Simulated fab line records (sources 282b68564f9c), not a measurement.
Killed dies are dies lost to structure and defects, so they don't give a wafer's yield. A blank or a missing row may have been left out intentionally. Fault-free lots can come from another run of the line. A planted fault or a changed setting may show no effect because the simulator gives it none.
fab line records	flow rit_cmos
record: lots: 5	wafers: 15	last_day: 7
route steps=202 shown SILICIDE@161 CONTACT@168 M1@202
lots untouched by any fault: they come from a run of this same line in which no faults occurred
start_h: start of the lot's first displayed wafer, in hours after the record's first day	wait_h: hours from the lot's prior step to this one	" repeats the value in the row above	L1.1+2: several wafers, shown together as one row	- no value, or no start given	* or withheld: withheld	< > ~ a bound
route shown NAME@n: a module of which the file shows steps, and the number in the route of the first	usual: average and standard deviation across the fault-free wafers	same: alike in all rows	chamber/n: place in a boat	sites: readings site by site	_std_site: standard deviation across them	_edge_site: outer sites' mean less inner sites'	radius_mm: how far each site lies from the wafer's centre	mask NAME#n: copy n	behind: the most recent tool/chamber to have shaped the wafer	hold: cause of the lot's hold/its duration in hours/its outcome	device: transistor that didn't switch, given as n, p or np	end of line: tests of these same wafers at the route's end	where a step has no rows: the recipe by itself	killed: count of dies lost to structure and defects at first sort (not the wafer's yield)	map: the dies of a wafer, with x for killed, . for not killed, _ for no die there
set.NAME: the setting as run; set.NAME@STEP: as run at that earlier step	model.NAME: the simulator's own value behind a step, which no gauge read
a table for each step, a row for each wafer; lots at some steps of the route
services: the hour from which a tool's chamber was out of use, counted from the record's first day as start_h (under 0 if before that day), plus the number of hours and why
== steps ==
step: RIT_SILICIDE_WET_ETCH_00
recipe: chemistry: BOE	target: SiO2	target_depth_nm: 14	time_s: 15	dry: n2_spin	dilution: 10:1	temp_c: 21.5
step: RIT_SILICIDE_SPUTTER_01
recipe: material: Ti	target_thk_nm: 30	power_w: 350	chamber_pressure_pa: 0.667	gas: Ar	time_s: 240	substrate_temp_c: 25
usual: throttle_valve_pct: 30.0/1
lot.wafer	tool	chamber	start_h	wait_h	throttle_valve_pct
L316.2	pvd_sputter-04	-	87.58	0.0	29.8
L316.4	"	-	"	"	28.8
L316.6	"	-	"	"	29.2
L320.3	pvd_sputter-03	-	109.12	0.0	31.0
L320.4	"	-	"	"	29.5
L320.5	"	-	"	"	30.6
L323.2	pvd_sputter-03	-	128.89	0.0	31.3
L323.5	"	-	"	"	31.3
L323.6	"	-	"	"	30.2
L330.2	pvd_sputter-01	-	161.39	0.0	30.8
L330.5	"	-	"	"	30.0
L330.6	"	-	"	"	30.8
L332.1	pvd_sputter-03	-	166.49	0.0	29.2
L332.2	"	-	"	"	30.8
L332.6	"	-	"	"	30.9
step: RIT_SILICIDE_RS_MEAS_02
recipe: thk_meas_gauge: four-point-probe	reads: Ti_of_SILICIDE_SPUTTER_01
usual: SILICIDE_TI_RS: 47.6/0.63
lot.wafer	tool	chamber	start_h	wait_h	SILICIDE_TI_RS[ohm/sq]
L316.2	film_metro-04	-	87.75	0.1	48.0
L316.4	"	-	"	"	48.9
L316.6	"	-	"	"	48.6
L320.3	film_metro-04	-	109.31	0.1	47.5
L320.4	"	-	"	"	48.2
L320.5	"	-	"	"	48.0
L323.2	film_metro-03	-	129.06	0.1	48.0
L323.5	"	-	"	"	48.0
L323.6	"	-	"	"	48.4
L330.2	film_metro-02	-	161.56	0.1	46.8
L330.5	"	-	"	"	46.5
L330.6	"	-	"	"	46.3
L332.1	film_metro-03	-	166.64	0.1	47.4
L332.2	"	-	"	"	47.9
L332.6	"	-	"	"	47.4
step: RIT_SILICIDE_THK_MEAS_03
recipe: thk_meas_gauge: xrf	reads: Ti_of_SILICIDE_SPUTTER_01
usual: SILICIDE_TI_THK: 30.2/0.36
lot.wafer	tool	chamber	start_h	wait_h	SILICIDE_TI_THK[nm]
L316.2	film_metro-04	-	87.86	0.1	30.2
L316.4	"	-	"	"	29.7
L316.6	"	-	"	"	29.9
L320.3	film_metro-04	-	109.41	0.1	30.4
L320.4	"	-	"	"	30.0
L320.5	"	-	"	"	30.1
L323.2	film_metro-03	-	129.17	0.1	29.7
L323.5	"	-	"	"	29.6
L323.6	"	-	"	"	29.5
L330.2	film_metro-02	-	161.67	0.1	30.6
L330.5	"	-	"	"	30.7
L330.6	"	-	"	"	31.0
L332.1	film_metro-03	-	166.76	0.1	30.3
L332.2	"	-	"	"	30.1
L332.6	"	-	"	"	30.1
step: RIT_SILICIDE_RTA_04
recipe: temp_c: 650	time_s: 10	idle_temp_c: 25	ramp_up_s: 5	ramp_down_s: 5	cool_to_c: 25	ambient: N2
usual: anneal_temp_c_max: 652.5/0.61	wafer_temp_C_max: 654.8/0.99
lot.wafer	tool	chamber	start_h	wait_h	anneal_temp_c_max	wafer_temp_C_max
L316.2	rtp_anneal-01	0	87.92	0.1	652.4	654.7
L316.4	"	0	"	"	651.6	654.6
L316.6	"	0	"	"	651.5	654.7
L320.3	rtp_anneal-01	0	109.48	0.1	652.5	653.6
L320.4	"	0	"	"	651.2	653.8
L320.5	"	0	"	"	651.2	656.1
L323.2	rtp_anneal-02	0	129.23	0.1	652.8	655.0
L323.5	"	0	"	"	652.7	655.4
L323.6	"	0	"	"	651.8	655.9
L330.2	rtp_anneal-01	0	161.73	0.1	652.8	653.7
L330.5	"	0	"	"	651.9	653.7
L330.6	"	0	"	"	652.2	653.3
L332.1	rtp_anneal-01	0	166.82	0.1	651.8	653.5
L332.2	"	0	"	"	651.5	654.3
L332.6	"	0	"	"	651.8	653.4
step: RIT_SILICIDE_WET_ETCH_05
recipe: chemistry: SPM	target: Ti	temp_c: 90	time_s: 120	dry: n2_spin
step: RIT_SILICIDE_RTA_06
recipe: temp_c: 750	time_s: 10	idle_temp_c: 25	ramp_up_s: 5	ramp_down_s: 10	cool_to_c: 25	ambient: N2
usual: anneal_temp_c_max: 753.0/0.72	wafer_temp_C_max: 755.3/1.1
lot.wafer	tool	chamber	start_h	wait_h	anneal_temp_c_max	wafer_temp_C_max
L316.2	rtp_anneal-02	0	88.03	0.0	753.8	755.1
L316.4	"	0	"	"	753.4	756.1
L316.6	"	0	"	"	753.1	755.1
L320.3	rtp_anneal-02	0	109.59	0.0	753.9	754.8
L320.4	"	0	"	"	753.0	755.3
L320.5	"	0	"	"	753.0	755.7
L323.2	rtp_anneal-01	0	129.35	0.0	752.1	754.5
L323.5	"	0	"	"	752.5	758.2
L323.6	"	0	"	"	753.2	755.7
L330.2	rtp_anneal-02	0	161.84	0.0	752.6	755.2
L330.5	"	0	"	"	753.6	754.6
L330.6	"	0	"	"	753.2	754.9
L332.1	rtp_anneal-02	0	166.93	0.0	752.6	756.2
L332.2	"	0	"	"	754.1	758.9
L332.6	"	0	"	"	752.9	755.4
step: RIT_CONTACT_CVD_00
recipe: material: SiO2	target_thk_nm: 400	precursor: TEOS	temp_c: 390	time_s: 61	rf_w: 400
usual: heater_power_w: 314/47	susceptor_temp_C: 390.02/0.23
lot.wafer	tool	chamber	start_h	wait_h	heater_power_w	since_wet_clean_h	susceptor_temp_C
L316.2	pecvd-01	0	88.08	0.0	289	1424	389.96
L316.4	"	2	"	"	289	-	390.16
L316.6	"	0	"	"	312	-	390.20
L320.3	pecvd-04	0	109.63	0.0	248	260	389.60
L320.4	"	1	"	"	263	-	390.10
L320.5	"	2	"	"	209	-	389.99
L323.2	pecvd-04	0	129.46	0.1	256	280	390.14
L323.5	"	0	"	"	278	-	389.94
L323.6	"	1	"	"	332	-	389.96
L330.2	pecvd-02	2	161.89	0.0	347	717	389.77
L330.5	"	2	"	"	362	-	389.71
L330.6	"	0	"	"	364	-	389.85
L332.1	pecvd-04	0	167.00	0.1	287	318	389.91
L332.2	"	2	"	"	247	318	390.16
L332.6	"	1	"	"	326	-	389.21
step: RIT_CONTACT_THK_MEAS_01
recipe: reads: SiO2_of_CONTACT_CVD_00
usual: CONTACT_TEOS_THK: 399/5
lot.wafer	tool	chamber	start_h	wait_h	CONTACT_TEOS_THK[nm]
L316.2	film_metro-01	-	88.14	0.0	394
L316.4	"	-	"	"	399
L316.6	"	-	"	"	404
L320.3	film_metro-01	-	109.70	0.0	401
L320.4	"	-	"	"	409
L320.5	"	-	"	"	405
L323.2	film_metro-04	-	129.52	0.0	406
L323.5	"	-	"	"	407
L323.6	"	-	"	"	408
L330.2	film_metro-01	-	161.95	0.0	399
L330.5	"	-	"	"	403
L330.6	"	-	"	"	402
L332.1	film_metro-01	-	167.05	0.0	397
L332.2	"	-	"	"	391
L332.6	"	-	"	"	400
step: RIT_CONTACT_HMDS_02
recipe: prime_time_s: 60	prime_temp_c: 140
step: RIT_CONTACT_COAT_03
recipe: resist: NOVOLAK	spin_rpm: 3250	resist_thk_nm: 1000
step: RIT_CONTACT_SOFTBAKE_04
recipe: resist: NOVOLAK	temp_c: 90	time_s: 60
step: RIT_CONTACT_EXPOSE_05
recipe: mask_id: M11	na: 0.6	source_shape: conventional	sigma_outer: 0.5	target_cd_nm: 1000	dose_mj: 250
usual: exposure_dose_mJ_cm2: 250.04/0.24
lot.wafer	tool	chamber	start_h	wait_h	mask	exposure_dose_mJ_cm2
L316.2	iline_stepper-02	0	88.79	0.2	M11#0	250.08
L316.4	"	0	"	"	M11#0	249.81
L316.6	"	0	"	"	M11#0	249.87
L320.3	iline_stepper-02	0	110.35	0.2	M11#0	250.06
L320.4	"	0	"	"	M11#0	249.99
L320.5	"	0	"	"	M11#0	249.68
L323.2	iline_stepper-01	0	130.17	0.2	M11#0	249.76
L323.5	"	0	"	"	M11#0	250.09
L323.6	"	0	"	"	M11#0	249.91
L330.2	iline_stepper-02	0	162.47	0.1	M11#0	249.95
L330.5	"	0	"	"	M11#0	249.89
L330.6	"	0	"	"	M11#0	250.16
L332.1	iline_stepper-01	0	167.56	0.1	M11#0	244.38
L332.2	"	0	"	"	M11#0	244.52
L332.6	"	0	"	"	M11#0	244.71
step: RIT_CONTACT_PEB_06
recipe: resist: NOVOLAK	temp_c: withheld	time_s: withheld
step: RIT_CONTACT_DEVELOP_07
recipe: resist: NOVOLAK	develop_time_s: 120	dev_temp_c: 23
step: RIT_CONTACT_CD_MEAS_08
recipe: target_cd_nm: 1000
usual: cd_nm: 1000.5/2.3
lot.wafer	tool	chamber	start_h	wait_h	cd_nm
L316.2	cd_sem-02	-	89.31	-	1005.7
L316.4	"	-	"	"	1004.0
L316.6	"	-	"	"	1004.6
L320.3	cd_sem-01	-	110.87	-	999.1
L320.4	"	-	"	"	997.1
L320.5	"	-	"	"	1000.8
L323.2	cd_sem-01	-	130.69	-	1000.3
L323.5	"	-	"	"	1000.4
L323.6	"	-	"	"	1001.4
L330.2	cd_sem-02	-	162.99	-	1002.3
L330.5	"	-	"	"	1000.9
L330.6	"	-	"	"	1002.6
L332.1	cd_sem-02	-	168.20	-	1033.8
L332.2	"	-	"	"	1026.8
L332.6	"	-	"	"	1022.2
step: RIT_CONTACT_OVL_MEAS_09
usual: CONTACT_OVL: -0.8/1.7
lot.wafer	tool	chamber	start_h	wait_h	CONTACT_OVL[nm]
L316.2	overlay-02	-	89.41	0.1	0.6
L316.4	"	-	"	"	1.3
L316.6	"	-	"	"	0.4
L320.3	overlay-02	-	110.96	0.1	1.4
L320.4	"	-	"	"	0.6
L320.5	"	-	"	"	0.0
L323.2	overlay-01	-	130.79	0.1	-0.1
L323.5	"	-	"	"	-0.3
L323.6	"	-	"	"	1.1
L330.2	overlay-02	-	163.10	0.1	4.1
L330.5	"	-	"	"	3.8
L330.6	"	-	"	"	3.7
L332.1	overlay-01	-	168.32	0.1	-2.0
L332.2	"	-	"	"	-0.3
L332.6	"	-	"	"	-3.5
step: RIT_CONTACT_HARDBAKE_10
recipe: resist: NOVOLAK	temp_c: 140	time_s: 60
step: RIT_CONTACT_ETCH_11
recipe: target_depth_a: 4800	over_etch_frac: 0.2	stop_on: TiSi2	chemistry: CHF3/CF4/Ar	target: SiO2	CHF3_flow_sccm: 50	cf4_flow_sccm: 10	Ar_flow_sccm: 100	O2_flow_sccm: 5	pressure_mtorr: 100	rf_w: 200	time_s: 320
usual: O2_flow_sccm: 4.999/0.015	drypump_motor_current_A: 5.5/0.46	oes_product_au: 0.990/0.015	throttle_valve_pct: 8.85/0.14
lot.wafer	tool	chamber	start_h	wait_h	O2_flow_sccm	drypump_motor_current_A	oes_product_au	rf_hours_counter_h	throttle_valve_pct	model.CONTACT.cd_nm
L316.2	rie_diel-01	2	89.59	0.1	5.006	5.5	1.007	42	8.76	1005
L316.4	"	3	"	"	5.000	5.6	0.976	23	8.77	1004
L316.6	"	0	"	"	5.017	5.4	0.975	-	9.03	1004
L320.3	rie_diel-02	1	111.14	0.1	5.004	5.3	1.003	21	8.59	998.9
L320.4	"	0	"	"	4.994	5.2	0.976	42	8.93	997
L320.5	"	2	"	"	4.995	5.3	0.987	-	8.81	1001
L323.2	rie_diel-01	1	130.97	0.1	5.020	6.8	0.984	79	8.69	1000
L323.5	"	1	"	"	4.995	6.7	0.976	-	8.67	1000
L323.6	"	0	"	"	5.020	5.4	0.969	-	9.05	1001
L330.2	rie_diel-04	0	163.28	0.1	5.000	5.0	1.003	1	8.89	1002
L330.5	"	0	"	"	5.005	5.1	1.011	-	8.87	1000
L330.6	"	3	"	"	4.999	5.6	0.999	-	9.00	1002
L332.1	rie_diel-04	0	168.50	0.1	4.998	5.0	1.005	2	8.88	1034
L332.2	"	3	"	"	4.985	5.6	0.997	1	9.01	-
L332.6	"	0	"	"	4.998	5.0	1.009	-	8.89	1022
step: RIT_CONTACT_STRIP_12
recipe: chemistry: O2	time_s: 180	resist: NOVOLAK	platen_temp_c: withheld	power_w: 500	pressure_mtorr: 4000	o2_flow_sccm: 4000
usual: drypump_motor_current_A: 5.7/0.65
lot.wafer	tool	chamber	start_h	wait_h	drypump_motor_current_A	rf_hours_counter_h
L316.2	plasma_asher-03	1	89.79	0.1	5.0	43
L316.4	"	1	"	"	5.0	-
L316.6	"	1	"	"	5.0	-
L320.3	plasma_asher-03	0	111.39	0.2	6.3	-
L320.4	"	1	"	"	5.0	-
L320.5	"	0	"	"	6.3	-
L323.2	plasma_asher-03	1	131.17	0.1	5.1	47
L323.5	"	0	"	"	6.2	-
L323.6	"	1	"	"	5.0	-
L330.2	plasma_asher-04	0	163.47	0.1	5.0	54
L330.5	"	1	"	"	6.6	-
L330.6	"	0	"	"	5.0	-
L332.1	plasma_asher-04	0	168.70	0.1	5.0	55
L332.2	"	1	"	"	6.6	55
L332.6	"	0	"	"	5.0	-
step: RIT_M1_PROBE_99
usual: killed_at_M0_to_M3: 0.0/0.12	killed_at_front_end: 6.6/2.7	killed_dies: 6.6/2.7	killed_open: 3.3/1.8	killed_short: 3.4/1.9
same: gross_dies: 264	killed_at_M4_up: 0	killed_at_back_side: 0	killed_at_contacts: 0	killed_at_other: 0
lot.wafer	tool	chamber	start_h	wait_h	killed_at_M0_to_M3	killed_at_front_end	killed_dies	killed_open	killed_short	model.etest.contact_to_gate.bv_right_v	model.etest.contact_to_gate.bv_left_v
L316.2	prober-02	-	95.00	0.1	0	11	11	4	7	87.27	89.53
L316.4	prober-02	-	95.10	0.2	0	9	9	3	6	87.3	90.14
L316.6	prober-02	-	95.20	0.2	0	5	5	0	5	87.33	91.31
L320.3	prober-02	-	117.08	0.2	0	8	8	3	5	93.52	93.11
L320.4	prober-02	-	117.13	0.2	0	11	11	6	5	92.08	92.26
L320.5	prober-02	-	117.18	0.2	1	8	9	8	1	92.11	91.58
L323.2	prober-01	-	136.42	0.1	0	10	10	5	5	92.01	92.36
L323.5	prober-01	-	136.57	0.2	0	10	10	7	3	89.14	89.61
L323.6	prober-01	-	136.62	0.2	0	1	1	0	1	91.15	90.07
L330.2	prober-02	-	168.72	0.1	0	4	4	1	3	90.83	91.88
L330.5	prober-02	-	168.87	0.2	0	5	5	3	2	87.03	93.78
L330.6	prober-02	-	168.92	0.2	0	5	5	3	2	87.39	91.09
L332.1	prober-02	-	173.53	0.1	0	6	6	4	2	79.59	79.78
L332.2	prober-02	-	173.58	0.1	0	7	7	4	3	82.3	80.87
L332.6	prober-02	-	173.78	0.2	0	4	4	2	2	84.92	84.12
killed by level:class
L316.2 SPACER:geometric_particle:short=4 GATE:geometric_particle:open=2 FOX1:geometric_particle:short=1 FOX2:geometric_particle:short=1 FOX2:geometric_particle:open=1 GATE:geometric_particle:short=1 SILICIDE:geometric_particle:open=1
L316.4 FOX1:geometric_particle:short=2 SPACER:geometric_particle:open=2 FOX1:geometric_particle:open=1 GATE:geometric_particle:short=1 REOX:geometric_particle:short=1 SPACER:geometric_particle:short=1 SILICIDE:geometric_particle:short=1
L316.6 SPACER:geometric_particle:short=2 FOX1:geometric_particle:short=1 FOX2:geometric_particle:short=1 REOX:geometric_particle:short=1
L320.3 SILICIDE:geometric_particle:open=3 GATE:geometric_particle:short=2 SPACER:geometric_particle:short=2 SILICIDE:geometric_particle:short=1
L320.4 GATE:geometric_particle:open=3 REOX:geometric_particle:short=2 SPACER:geometric_particle:short=2 FOX2:geometric_particle:open=1 SPACER:geometric_particle:open=1 SILICIDE:geometric_particle:open=1 SILICIDE:geometric_particle:short=1
L320.5 SILICIDE:geometric_particle:open=3 FOX2:geometric_particle:open=2 SPACER:geometric_particle:open=2 GATE:geometric_particle:open=1 M1:geometric_particle:short=1
L323.2 FOX1:geometric_particle:short=2 FOX1:geometric_particle:open=2 SILICIDE:geometric_particle:open=2 GATE:geometric_particle:short=1 REOX:geometric_particle:open=1 SPACER:geometric_particle:short=1 SILICIDE:geometric_particle:short=1
L323.5 GATE:geometric_particle:open=4 SPACER:geometric_particle:open=3 SPACER:geometric_particle:short=2 GATE:geometric_particle:short=1
L323.6 FOX1:geometric_particle:short=1
L330.2 FOX1:geometric_particle:short=2 FOX2:geometric_particle:short=1 SPACER:geometric_particle:open=1
L330.5 SPACER:geometric_particle:short=2 SPACER:geometric_particle:open=2 FOX2:geometric_particle:open=1
L330.6 FOX1:geometric_particle:short=1 GATE:geometric_particle:open=1 REOX:geometric_particle:open=1 SPACER:geometric_particle:open=1 SILICIDE:geometric_particle:short=1
L332.1 SPACER:geometric_particle:open=2 GATE:geometric_particle:open=1 GATE:geometric_particle:short=1 SPACER:geometric_particle:short=1 SILICIDE:geometric_particle:open=1
L332.2 FOX1:geometric_particle:open=1 GATE:geometric_particle:open=1 REOX:geometric_particle:open=1 REOX:geometric_particle:short=1 SPACER:geometric_particle:short=1 SPACER:geometric_particle:open=1 SILICIDE:geometric_particle:short=1
L332.6 FOX2:geometric_particle:open=2 FOX2:geometric_particle:short=1 GATE:geometric_particle:short=1
== services ==
tool	chamber	start_h	hours	kind
iline_stepper-02	-	78.97	5.7	repair
rie_diel-02	-	87.15	0.8	repair
rie_diel-04	0	87.92	-	clean
rie_diel-04	0	87.92	14.5	scheduled_down
rie_diel-04	0	87.92	14.5	vent_cycle
iline_stepper-01	-	90.59	1.7	pm
pvd_sputter-01	-	96.90	34.4	repair
rie_diel-04	2	99.12	2.3	repair
pvd_sputter-03	-	100.29	3.2	repair
rie_diel-04	2	102.39	-	clean
rie_diel-04	2	102.39	20.0	scheduled_down
rie_diel-04	2	102.39	20.0	vent_cycle
pvd_sputter-04	-	102.50	2.4	repair
rtp_anneal-01	-	104.43	1.3	pm
plasma_asher-03	-	111.94	2.0	repair
pvd_sputter-03	-	116.03	5.1	repair
pecvd-04	-	126.54	2.8	pm
pvd_sputter-04	-	137.43	4.4	repair
plasma_asher-03	-	139.40	2.8	pm
rie_diel-01	-	149.01	0.3	repair
rie_diel-01	3	159.72	11.0	repair
rie_diel-01	2	159.81	4.4	repair
rie_diel-01	1	165.56	4.3	repair
rie_diel-01	2	166.04	1.2	repair
== key ==
first_sign: step: RIT_CONTACT_EXPOSE_05	reading: exposure_dose_mJ_cm2	direction: down	sigmas: 23	usual: 250.04	struck: 244.54
effect: step: RIT_CONTACT_CD_MEAS_08	reading: cd_nm	direction: up	sigmas: 12	usual: 1000.5	struck: 1027.6	through: control_loop
model_effect: step: RIT_CONTACT_ETCH_11	value: CONTACT.cd_nm	without: 1001	struck: 1028
model_effect: step: RIT_M1_PROBE_99	value: etest.contact_to_gate.bv_right_v	without: 89.28	struck: 82.27
met_at RIT_CONTACT_EXPOSE_05
struck_wafers L332.1,L332.2,L332.6
tester_left_out L332
loop_trim: step: RIT_CONTACT_EXPOSE_05	setting: dose	lots: L332
onset_between 130.17 167.56
fault: kind: process_parameter_drift	tool: iline_stepper-01	chamber: -	onset_h: 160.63	steps: RIT_CONTACT_EXPOSE_05	channel: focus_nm	offset: 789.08	spread_by_wafer: 0.3	shape: step	end_h: 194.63
tester_left_out: of these lots the tester's yield and bins aren't shown, on N5 and GAA mostly nor the transistor test; their killed dies are dies lost to structure and defects alone, not to doping, threshold or leakage, so they don't give the yield
loop_trim: a control loop set the setting to another value than it would have without faults
